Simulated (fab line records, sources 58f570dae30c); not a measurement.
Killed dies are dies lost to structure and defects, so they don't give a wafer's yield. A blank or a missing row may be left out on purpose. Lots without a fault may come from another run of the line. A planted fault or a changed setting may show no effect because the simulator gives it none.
A struck lot beside a sound one | flow berkeley_cmos170 | 25 steps out of a route of 331
Sound: wafers L532.4, L532.5, L532.6. Struck: wafers L531.1, L531.3, L531.4. The cause comes at the end.
At each step with rows: each side's tool, then ch and its chambers, then its first start. Under that, the readings that differ: sound wafers | struck wafers | difference of the means | sigmas: that difference in standard deviations of wafers without a fault.
alike: readings whose means differ by less than 2 such deviations, and words and numbers that are the same on both sides. not compared: withheld readings, readings that some wafer has no value for, bounds like >300 that may hide the same value, and numbers for which the record gives no deviation and whose values overlap.
The two part at a step that has a row with sigmas, a row that says differs or no value, or rows on one side only. Numbers that don't overlap but have no deviation are shown without sigmas and don't part them. A reading that every wafer of one side lacks parts them only if that side has two wafers or more.

first, 4 steps without rows for these wafers: UCB170_PWELL_WET_ETCH_19 (etches Si3N4 in H3PO4, time 14400 s); UCB170_PWELL_WET_ETCH_20 (etches SiO2 in BOE, time 22 s); UCB170_WELLDRIVE_CLEAN_00 (cleans in SPM, time 600 s); UCB170_WELLDRIVE_OXIDATION_01 (target thk 199 nm, ox time 9000 s).
UCB170_WELLDRIVE_THK_MEAS_02:
  sound on film_metro-01, day 7 10:09; struck on film_metro-04, day 7 02:04
  alike: WELLDRIVE_OXIDE_THK
then, 5 steps without rows for these wafers: UCB170_WELLDRIVE_ANNEAL_03 (time 900 s); UCB170_WELLDRIVE_WET_ETCH_04 (etches SiO2 in BOE, time 120 s); UCB170_ACTIVE_CLEAN_00 (cleans in SPM, time 600 s); UCB170_ACTIVE_CLEAN_01 (cleans in dHF, time 60 s); UCB170_ACTIVE_OXIDATION_02 (target thk 26.4 nm, ox time 1260 s).
UCB170_ACTIVE_THK_MEAS_03:
  sound on film_metro-02, day 7 21:01; struck on film_metro-01, day 7 14:12
  alike: ACTIVE_OXIDE_THK
then, 1 step without rows for these wafers: UCB170_ACTIVE_ANNEAL_04 (time 900 s).
UCB170_ACTIVE_CVD_05: deposits Si3N4 from SiH2Cl2/NH3, target thk 220 nm, time 3300 s.
  sound on lpcvd-02 ch 0, day 8 07:39; struck on lpcvd-01 ch 0, day 7 20:16
  reading                                  | sound             | struck          | difference | sigmas
  model.Si3N4_of_ACTIVE_CVD_05.thk_nm (nm) | 225.3 223.1 223.9 | 295.3 298 298.3 | +73.1      |
  alike: sih2cl2_flow_sccm, zone_power_load_pct
UCB170_ACTIVE_THK_MEAS_06:
  sound on film_metro-01, day 8 09:35; struck on film_metro-01, day 7 22:10
  reading                 | sound             | struck            | difference | sigmas
  ACTIVE_NITRIDE_THK (nm) | 225.5 223.1 223.8 | 295.3 298.0 298.4 | +73.1      | +46
then, 6 steps without rows for these wafers: UCB170_ACTIVE_HMDS_07 (prime time 60 s); UCB170_ACTIVE_COAT_08 (resist thk 900 nm); UCB170_ACTIVE_SOFTBAKE_09 (time 60 s); UCB170_ACTIVE_EXPOSE_10 (exposes mask ACTIVE, target cd 1200 nm); UCB170_ACTIVE_PEB_11; UCB170_ACTIVE_DEVELOP_12 (develop time 45 s).
UCB170_ACTIVE_CD_MEAS_13: target cd 1200 nm.
  sound on cd_sem-01, day 8 10:32; struck on cd_sem-02, day 7 23:08
  alike: cd_nm
UCB170_ACTIVE_OVL_MEAS_14:
  sound on overlay-02, day 8 10:36; struck on overlay-02, day 7 23:15
  alike: ACTIVE_OVL
UCB170_ACTIVE_ETCH_15: etches Si3N4 in CH3F/Ar/O2, stops on SiO2, target depth 242 nm, time 151 s.
  sound on rie_diel-01 ch 0,1,3, day 8 10:40; struck on rie_diel-03 ch 1,2,3, day 7 23:17
  reading                  | sound             | struck            | difference                   | sigmas
  oes_product_au (a.u.)    | 0.937 0.960 0.966 | 0.971 0.963 1.019 | +0.030                       | +2
  rf_hours_counter_h (h)   | - - -             | 84 127 9          | no value on the sound wafers |
  model.etch.depth_nm (nm) | 225.3 223.1 223.9 | 240.4 237.6 243.4 | +16.4                        |
  alike: drypump_motor_current_A, throttle_valve_pct
UCB170_ACTIVE_STRIP_16: strips in O2.
  sound on plasma_asher-02 ch 0,1, day 8 10:46; struck on plasma_asher-01 ch 0,1, day 7 23:23
  alike: drypump_motor_current_A, oes_product_au, strip_time_to_endpoint_s
  not compared: rf_hours_counter_h
-- the record jumps here: 5 days lie between the struck wafers' starts before and after (it left off in module ACTIVE and takes up again in module M3, whose first step shown is number 331 of the route) --
UCB170_M3_PROBE_99:
  the record has rows for the struck wafers here (prober-02, day 12 19:19) and none for the sound ones

WHERE THEY PART
First at UCB170_ACTIVE_THK_MEAS_06; last, within this record, at UCB170_M3_PROBE_99.

WHY: what the simulator had put in
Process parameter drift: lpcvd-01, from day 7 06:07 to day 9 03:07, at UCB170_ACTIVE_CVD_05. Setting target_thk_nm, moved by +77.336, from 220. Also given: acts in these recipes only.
